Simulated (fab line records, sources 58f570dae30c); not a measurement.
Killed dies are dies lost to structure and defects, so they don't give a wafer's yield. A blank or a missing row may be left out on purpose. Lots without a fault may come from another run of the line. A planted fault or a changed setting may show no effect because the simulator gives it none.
Which tool did it? | flow berkeley_cmos170 | 13 lots, 39 wafers sampled, at 3 steps of a route of 331

WHAT THE GAUGES READ, wafer by wafer
UCB170_M3_RS_MEAS_02: measures by four-point-probe.
lot  | measured     | on            | M3_AL_RS (ohm/sq)
L289 | day 8 18:28  | film_metro-03 | 0.0320 0.0319 0.0318
L290 | day 9 14:40  | film_metro-01 | 0.0325 0.0317 0.0323
L292 | day 9 17:19  | film_metro-02 | 0.0319 0.0319 0.0319
L295 | day 9 23:25  | film_metro-02 | 0.0319 0.0320 0.0317
L294 | day 10 04:23 | film_metro-03 | 0.0324 0.0323 0.0328
L293 | day 10 04:48 | film_metro-01 | 0.0322 0.0320 0.0322
L299 | day 11 13:10 | film_metro-01 | 0.0327 0.0328 0.0324
L301 | day 12 00:22 | film_metro-01 | 0.0324 0.0328 0.0327
L302 | day 12 19:23 | film_metro-02 | 0.0321 0.0549 0.0321
L309 | day 14 04:34 | film_metro-02 | 0.0323 0.0317 0.0317
L311 | day 14 14:02 | film_metro-02 | 0.0326 0.0323 0.0323
L306 | day 14 15:20 | film_metro-02 | 0.0322 0.0319 0.0322
L308 | day 14 16:07 | film_metro-03 | 0.0322 0.0319 0.0318

UCB170_M3_THK_MEAS_03: measures by xrf.
lot  | measured     | on            | M3_AL_THK (nm)
L289 | day 8 18:35  | film_metro-03 | 914 917 919
L290 | day 9 14:47  | film_metro-01 | 897 915 902
L292 | day 9 17:26  | film_metro-02 | 907 913 910
L295 | day 9 23:31  | film_metro-02 | 907 910 915
L294 | day 10 04:30 | film_metro-03 | 894 899 887
L293 | day 10 04:55 | film_metro-01 | 908 906 897
L299 | day 11 13:17 | film_metro-01 | 884 885 893
L301 | day 12 00:29 | film_metro-01 | 897 887 897
L302 | day 12 19:31 | film_metro-02 | 896 529 900
L309 | day 14 04:40 | film_metro-02 | 898 912 920
L311 | day 14 14:10 | film_metro-02 | 889 895 899
L306 | day 14 15:27 | film_metro-02 | 904 911 903
L308 | day 14 16:14 | film_metro-03 | 906 912 918

WHICH TOOL RAN EACH LOT (tool, then ch and the chambers of the sampled wafers, then the start)
lot  | UCB170_M3_SPUTTER_01
L289 | pvd_sputter-01, day 8 18:23
L290 | pvd_sputter-04, day 9 14:35
L292 | pvd_sputter-02, day 9 17:14
L295 | pvd_sputter-04, day 9 23:17
L294 | pvd_sputter-01, day 10 04:18
L293 | pvd_sputter-02, day 10 04:43
L299 | pvd_sputter-01, day 11 13:05
L301 | pvd_sputter-02, day 12 00:17
L302 | pvd_sputter-01, day 12 19:19
L309 | pvd_sputter-04, day 14 04:28
L311 | pvd_sputter-04, day 14 13:58
L306 | pvd_sputter-04, day 14 15:14
L308 | pvd_sputter-02, day 14 16:01
- UCB170_M3_SPUTTER_01: material Al, target thk 900 nm, time 120 s.

WHAT THE TOOLS THEMSELVES READ (means of the sampled wafers that have a number; where no wafer has one, the mark that the record gives instead)
UCB170_M3_SPUTTER_01.
lot  | tool           | cathode_dc_power_W (W) | throttle_valve_pct (%)
L289 | pvd_sputter-01 | 6000.3                 | 30.2
L290 | pvd_sputter-04 | 5998.6                 | 30.4
L292 | pvd_sputter-02 | 6000.2                 | 30.4
L295 | pvd_sputter-04 | 6000.8                 | 30.9
L294 | pvd_sputter-01 | 6000.4                 | 30.2
L293 | pvd_sputter-02 | 6000.0                 | 30.3
L299 | pvd_sputter-01 | 5999.9                 | 29.4
L301 | pvd_sputter-02 | 5999.4                 | 30.1
L302 | pvd_sputter-01 | 6000.3                 | 29.6
L309 | pvd_sputter-04 | 6000.9                 | 31.0
L311 | pvd_sputter-04 | 5999.9                 | 29.9
L306 | pvd_sputter-04 | 6000.4                 | 30.9
L308 | pvd_sputter-02 | 6000.8                 | 31.1

THE ANSWER, worked out from the rows above alone
Rule: what is usual is taken from the lots themselves. Put in order of their means at a reading, lots are off if they are a third of the lots or fewer, leave a main group of 4 or more, and stand apart from it by a gap of 3 or more times the standard deviation of the main group's means; of several such gaps the widest counts. A main group whose means are all the same, to the digits that the tables above print for the reading, isn't used. A lot without any number at a reading at which 4 lots or more have one is off too. The other lots that the step has rows for count as sound. The gauges are gone through in route order, then the tools' own readings, and for those a lot's mean is taken as printed above. The first step at which some lot is off is used, and at that step the reading that is off furthest; a lot without a number counts as furthest.
Off: L302, at UCB170_M3_RS_MEAS_02 (M3_AL_RS). The main group: mean 0.0322 ohm/sq, standard deviation 0.00028.
A tool fits if, at a process step before that reading, it ran every lot that is off, and no sound lot after the first of them. The gauges at UCB170_M3_RS_MEAS_02 are tried like those tools. One fits: pvd_sputter-01 at UCB170_M3_SPUTTER_01. Its last sound lot is L299 (day 11 13:05), its first lot that is off L302 (day 12 19:19): a fault that began between those two fits.

WHAT THE SIMULATOR HAD PUT IN
Process parameter drift: pvd_sputter-01, from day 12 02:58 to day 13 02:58, at UCB170_M3_SPUTTER_01. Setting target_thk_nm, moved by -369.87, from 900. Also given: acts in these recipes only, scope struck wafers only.
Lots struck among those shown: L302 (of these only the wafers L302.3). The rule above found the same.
